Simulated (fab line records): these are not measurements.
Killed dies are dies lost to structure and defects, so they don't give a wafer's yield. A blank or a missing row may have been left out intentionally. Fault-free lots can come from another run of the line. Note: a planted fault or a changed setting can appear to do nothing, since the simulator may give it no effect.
Which tool did it? / flow berkeleyCmos170 / 14 lots with 42 wafers sampled at 5 steps, on a route of 331 steps

## WHAT THE GAUGES READ, wafer by wafer
UCB170_NVT_OVL_MEAS_06. Usual: for NVT_OVL the level is -2 nm and the standard deviation is 4.9.
lot=L366; measured=day 6 20:23; on=overlay-02; NVT_OVL (nm)=-8 0 -7; flag=
lot=L365; measured=day 6 20:38; on=overlay-02; NVT_OVL (nm)=-8 -7 -5; flag=
lot=L368; measured=day 7 03:44; on=overlay-01; NVT_OVL (nm)=0 -6 -5; flag=
lot=L369; measured=day 7 03:53; on=overlay-01; NVT_OVL (nm)=-5 0 -7; flag=
lot=L370; measured=day 7 04:04; on=overlay-02; NVT_OVL (nm)=-1 0 -1; flag=
lot=L367; measured=day 7 04:21; on=overlay-01; NVT_OVL (nm)=-3 2 5; flag=
lot=L371; measured=day 7 11:49; on=overlay-01; NVT_OVL (nm)=-2 -4 -3; flag=
lot=L373; measured=day 8 05:16; on=overlay-02; NVT_OVL (nm)=2 -4 -1; flag=
lot=L374; measured=day 8 06:08; on=overlay-02; NVT_OVL (nm)=-5 -10 2; flag=
lot=L372; measured=day 8 06:16; on=overlay-02; NVT_OVL (nm)=-3 -8 -7; flag=
lot=L375; measured=day 8 13:20; on=overlay-02; NVT_OVL (nm)=1 6 11; flag=
lot=L386; measured=day 11 00:20; on=overlay-02; NVT_OVL (nm)=-1 -5 3; flag=
lot=L385; measured=day 11 00:28; on=overlay-02; NVT_OVL (nm)=-4 -3 2; flag=
lot=L387; measured=day 11 00:43; on=overlay-01; NVT_OVL (nm)=-5 -8 -12; flag=

UCB170_PLDD_TW_MEAS_11. Usual: for PLDD_TW the level is 1013 and the standard deviation is 6.5.
lot=L366; measured=day 7 14:49; on=filmMetro-04; PLDD_TW=1021 1023 1018; flag=
lot=L365; measured=day 7 15:05; on=filmMetro-04; PLDD_TW=1016 1024 1019; flag=
lot=L368; measured=day 7 23:58; on=filmMetro-04; PLDD_TW=1018 1009 1015; flag=
lot=L369; measured=day 8 00:40; on=filmMetro-04; PLDD_TW=1017 1021 1016; flag=
lot=L370; measured=day 8 01:56; on=filmMetro-01; PLDD_TW=1004 1007 1009; flag=
lot=L367; measured=day 8 00:58; on=filmMetro-01; PLDD_TW=1006 1010 1010; flag=
lot=L371; measured=day 8 08:43; on=filmMetro-01; PLDD_TW=1005 1008 1007; flag=
lot=L373; measured=day 8 23:08; on=filmMetro-04; PLDD_TW=1019 1021 1016; flag=
lot=L374; measured=day 8 23:49; on=filmMetro-04; PLDD_TW=1015 1020 1016; flag=
lot=L372; measured=day 8 23:32; on=filmMetro-01; PLDD_TW=1005 1009 1008; flag=
lot=L375; measured=day 9 13:10; on=filmMetro-03; PLDD_TW=1018 1016 1014; flag=
lot=L386; measured=day 11 23:26; on=filmMetro-01; PLDD_TW=946 951 950 951 950 949; flag=OFF
lot=L385; measured=day 11 22:33; on=filmMetro-03; PLDD_TW=970 964 967 965 967 963; flag=OFF
lot=L387; measured=day 11 22:51; on=filmMetro-03; PLDD_TW=1012 1012 1018; flag=

UCB170_NLDD_OVL_MEAS_07. Usual: for NLDD_OVL the level is 0 nm and the standard deviation is 4.8.
lot=L366; measured=day 7 16:20; on=overlay-01; NLDD_OVL (nm)=6 4 3; flag=
lot=L365; measured=day 7 16:27; on=overlay-02; NLDD_OVL (nm)=-5 -3 0; flag=
lot=L368; measured=day 8 03:44; on=overlay-02; NLDD_OVL (nm)=2 3 6; flag=
lot=L369; measured=day 8 03:58; on=overlay-01; NLDD_OVL (nm)=7 -8 4; flag=
lot=L370; measured=day 8 05:28; on=overlay-02; NLDD_OVL (nm)=-5 -2 -3; flag=
lot=L367; measured=day 8 04:40; on=overlay-02; NLDD_OVL (nm)=-6 -11 -5; flag=
lot=L371; measured=day 8 11:17; on=overlay-02; NLDD_OVL (nm)=0 -2 -6; flag=
lot=L373; measured=day 9 00:46; on=overlay-01; NLDD_OVL (nm)=3 1 3; flag=
lot=L374; measured=day 9 01:21; on=overlay-01; NLDD_OVL (nm)=8 4 11; flag=
lot=L372; measured=day 9 01:04; on=overlay-01; NLDD_OVL (nm)=-2 3 -1; flag=
lot=L375; measured=day 9 16:13; on=overlay-02; NLDD_OVL (nm)=-1 -1 4; flag=
lot=L386; measured=day 12 02:36; on=overlay-02; NLDD_OVL (nm)=2 -5 4; flag=
lot=L385; measured=day 12 05:12; on=overlay-02; NLDD_OVL (nm)=-2 -3 -2; flag=
lot=L387; measured=day 12 00:46; on=overlay-01; NLDD_OVL (nm)=-5 3 0; flag=

## EACH LOT AND THE TOOL THAT RAN IT (in order: tool; ch and the chambers of the sampled wafers; start)
lot=L366; UCB170_PVT_STRIP_08=plasmaAsher-04 ch 0,1, day 7 00:38; UCB170_PLDD_IMPLANT_08=implanter-02 ch 0, day 7 14:25
lot=L365; UCB170_PVT_STRIP_08=plasmaAsher-03 ch 0,1, day 7 00:45; UCB170_PLDD_IMPLANT_08=implanter-03 ch 0, day 7 14:43
lot=L368; UCB170_PVT_STRIP_08=plasmaAsher-03 ch 0,1, day 7 08:28; UCB170_PLDD_IMPLANT_08=implanter-02 ch 0, day 7 23:33
lot=L369; UCB170_PVT_STRIP_08=plasmaAsher-03 ch 0,1, day 7 08:52; UCB170_PLDD_IMPLANT_08=implanter-03 ch 0, day 8 00:16
lot=L370; UCB170_PVT_STRIP_08=plasmaAsher-04 ch 0,1, day 7 08:44; UCB170_PLDD_IMPLANT_08=implanter-03 ch 0, day 8 01:32
lot=L367; UCB170_PVT_STRIP_08=plasmaAsher-01 ch 1, day 7 08:35; UCB170_PLDD_IMPLANT_08=implanter-02 ch 0, day 8 00:34
lot=L371; UCB170_PVT_STRIP_08=plasmaAsher-03 ch 1, day 7 13:47; UCB170_PLDD_IMPLANT_08=implanter-03 ch 0, day 8 08:20
lot=L373; UCB170_PVT_STRIP_08=plasmaAsher-01 ch 0,1, day 8 08:10; UCB170_PLDD_IMPLANT_08=implanter-03 ch 0, day 8 22:44
lot=L374; UCB170_PVT_STRIP_08=plasmaAsher-01 ch 0,1, day 8 09:52; UCB170_PLDD_IMPLANT_08=implanter-03 ch 0, day 8 23:26
lot=L372; UCB170_PVT_STRIP_08=plasmaAsher-04 ch 0,1, day 8 10:34; UCB170_PLDD_IMPLANT_08=implanter-02 ch 0, day 8 23:08
lot=L375; UCB170_PVT_STRIP_08=plasmaAsher-04 ch 0,1, day 8 17:20; UCB170_PLDD_IMPLANT_08=implanter-03 ch 0, day 9 12:48
lot=L386; UCB170_PVT_STRIP_08=plasmaAsher-03 ch 0,1, day 11 02:41; UCB170_PLDD_IMPLANT_08=implanter-03 ch 0, day 11 23:03
lot=L385; UCB170_PVT_STRIP_08=plasmaAsher-04 ch 0,1, day 11 02:27; UCB170_PLDD_IMPLANT_08=implanter-03 ch 0, day 11 22:10
lot=L387; UCB170_PVT_STRIP_08=plasmaAsher-01 ch 0,1, day 11 03:17; UCB170_PLDD_IMPLANT_08=implanter-04 ch 0, day 11 22:30
- UCB170_PVT_STRIP_08: strips in O2.
- UCB170_PLDD_IMPLANT_08

## AS READ BY THE TOOLS THEMSELVES (means over the sampled wafers that have a number; for cases with no such wafer, the mark the record gives instead)
UCB170_PVT_STRIP_08. Usual: drypumpMotorCurrentA 5.9 A, standard deviation 0.63; oesProductAu 0.734 a.u., standard deviation 0.0041; stripTimeToEndpointS 21.65 s, standard deviation 0.085.
lot=L366; tool=plasmaAsher-04; drypumpMotorCurrentA (A)=5.9; oesProductAu (a.u.)=0.732; stripTimeToEndpointS (s)=21.56; flag=
lot=L365; tool=plasmaAsher-03; drypumpMotorCurrentA (A)=6.7; oesProductAu (a.u.)=0.737; stripTimeToEndpointS (s)=21.63; flag=
lot=L368; tool=plasmaAsher-03; drypumpMotorCurrentA (A)=6.7; oesProductAu (a.u.)=0.734; stripTimeToEndpointS (s)=21.67; flag=
lot=L369; tool=plasmaAsher-03; drypumpMotorCurrentA (A)=6.7; oesProductAu (a.u.)=0.731; stripTimeToEndpointS (s)=21.70; flag=
lot=L370; tool=plasmaAsher-04; drypumpMotorCurrentA (A)=5.9; oesProductAu (a.u.)=0.731; stripTimeToEndpointS (s)=21.60; flag=
lot=L367; tool=plasmaAsher-01; drypumpMotorCurrentA (A)=4.9; oesProductAu (a.u.)=0.737; stripTimeToEndpointS (s)=21.71; flag=
lot=L371; tool=plasmaAsher-03; drypumpMotorCurrentA (A)=6.4; oesProductAu (a.u.)=0.732; stripTimeToEndpointS (s)=21.58; flag=
lot=L373; tool=plasmaAsher-01; drypumpMotorCurrentA (A)=5.4; oesProductAu (a.u.)=0.735; stripTimeToEndpointS (s)=21.72; flag=
lot=L374; tool=plasmaAsher-01; drypumpMotorCurrentA (A)=5.4; oesProductAu (a.u.)=0.732; stripTimeToEndpointS (s)=21.61; flag=
lot=L372; tool=plasmaAsher-04; drypumpMotorCurrentA (A)=5.6; oesProductAu (a.u.)=0.735; stripTimeToEndpointS (s)=21.78; flag=
lot=L375; tool=plasmaAsher-04; drypumpMotorCurrentA (A)=5.9; oesProductAu (a.u.)=0.735; stripTimeToEndpointS (s)=21.73; flag=
lot=L386; tool=plasmaAsher-03; drypumpMotorCurrentA (A)=6.6; oesProductAu (a.u.)=0.738; stripTimeToEndpointS (s)=21.77; flag=
lot=L385; tool=plasmaAsher-04; drypumpMotorCurrentA (A)=5.9; oesProductAu (a.u.)=0.730; stripTimeToEndpointS (s)=21.54; flag=
lot=L387; tool=plasmaAsher-01; drypumpMotorCurrentA (A)=5.8; oesProductAu (a.u.)=0.735; stripTimeToEndpointS (s)=21.61; flag=

UCB170_PLDD_IMPLANT_08. Usual: beamEnergyKeV 9.999, standard deviation 0.0035; faradayCurrentUA 156, standard deviation 4.2; rotationDeg 0.002 degrees, standard deviation 0.018; tiltDeg 7.006 degrees, standard deviation 0.02.
lot=L366; tool=implanter-02; beamEnergyKeV=9.995; faradayCurrentUA=156; rotationDeg (degrees)=-0.016; tiltDeg (degrees)=7.000; flag=
lot=L365; tool=implanter-03; beamEnergyKeV=9.998; faradayCurrentUA=153; rotationDeg (degrees)=0.001; tiltDeg (degrees)=6.989; flag=
lot=L368; tool=implanter-02; beamEnergyKeV=10.000; faradayCurrentUA=159; rotationDeg (degrees)=0.024; tiltDeg (degrees)=7.005; flag=
lot=L369; tool=implanter-03; beamEnergyKeV=9.996; faradayCurrentUA=155; rotationDeg (degrees)=-0.004; tiltDeg (degrees)=7.022; flag=
lot=L370; tool=implanter-03; beamEnergyKeV=9.999; faradayCurrentUA=151; rotationDeg (degrees)=0.014; tiltDeg (degrees)=7.037; flag=
lot=L367; tool=implanter-02; beamEnergyKeV=10.001; faradayCurrentUA=160; rotationDeg (degrees)=0.019; tiltDeg (degrees)=6.991; flag=
lot=L371; tool=implanter-03; beamEnergyKeV=9.995; faradayCurrentUA=152; rotationDeg (degrees)=0.009; tiltDeg (degrees)=7.009; flag=
lot=L373; tool=implanter-03; beamEnergyKeV=9.997; faradayCurrentUA=151; rotationDeg (degrees)=0.017; tiltDeg (degrees)=7.007; flag=
lot=L374; tool=implanter-03; beamEnergyKeV=10.003; faradayCurrentUA=149; rotationDeg (degrees)=0.022; tiltDeg (degrees)=7.016; flag=
lot=L372; tool=implanter-02; beamEnergyKeV=10.000; faradayCurrentUA=160; rotationDeg (degrees)=0.001; tiltDeg (degrees)=7.015; flag=
lot=L375; tool=implanter-03; beamEnergyKeV=10.002; faradayCurrentUA=155; rotationDeg (degrees)=-0.013; tiltDeg (degrees)=6.996; flag=
lot=L386; tool=implanter-03; beamEnergyKeV=10.003; faradayCurrentUA=156; rotationDeg (degrees)=-0.024; tiltDeg (degrees)=-0.017; flag=OFF
lot=L385; tool=implanter-03; beamEnergyKeV=10.002; faradayCurrentUA=153; rotationDeg (degrees)=0.006; tiltDeg (degrees)=0.017; flag=OFF
lot=L387; tool=implanter-04; beamEnergyKeV=9.998; faradayCurrentUA=157; rotationDeg (degrees)=0.007; tiltDeg (degrees)=7.001; flag=

## THE ANSWER, worked out from the rows above alone
Rule: a lot is off if the mean of its wafers that have a number lies more than 3 standard deviations from the usual mean. A lot without any number at a reading at which 4 lots or more have one is off too. All remaining lots with rows at the step are treated as sound. Order of review: gauges by route order, followed by the tools' own readings, for which a lot's mean as printed above is used. The first step at which some lot is off is used, and at that step the reading that is off furthest; a lot without a number counts as furthest.
Off: L386, L385, seen at UCB170_PLDD_TW_MEAS_11 (PLDD_TW).
A tool fits if, at a process step before that reading, it ran every lot that is off, and no sound lot after the first of them. Not tried: the gauges at UCB170_PLDD_TW_MEAS_11; whatever is off there is also off at UCB170_PLDD_IMPLANT_08, on other tools, and gauge error can't account for it. One fits: UCB170_PLDD_IMPLANT_08 on implanter-03. Its last sound lot is L375 (day 9 12:48), its first lot that is off L385 (day 11 22:10): a fault that began between those two fits.
The tool's own readings at UCB170_PLDD_IMPLANT_08 bear it out: on the lots that are off they differ by more than 5 times the standard deviation of the sound lots' means. tiltDeg reads 0.000 degrees there against 7.007 degrees on the sound lots.

## WHAT HAD BEEN PUT IN BY THE SIMULATOR
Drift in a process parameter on implanter-03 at UCB170_PLDD_IMPLANT_08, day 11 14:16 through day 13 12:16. Setting tiltDeg shifted by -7 from 7. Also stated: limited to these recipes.
Lots struck among those shown: L386, L385. The rule given above showed the same thing.
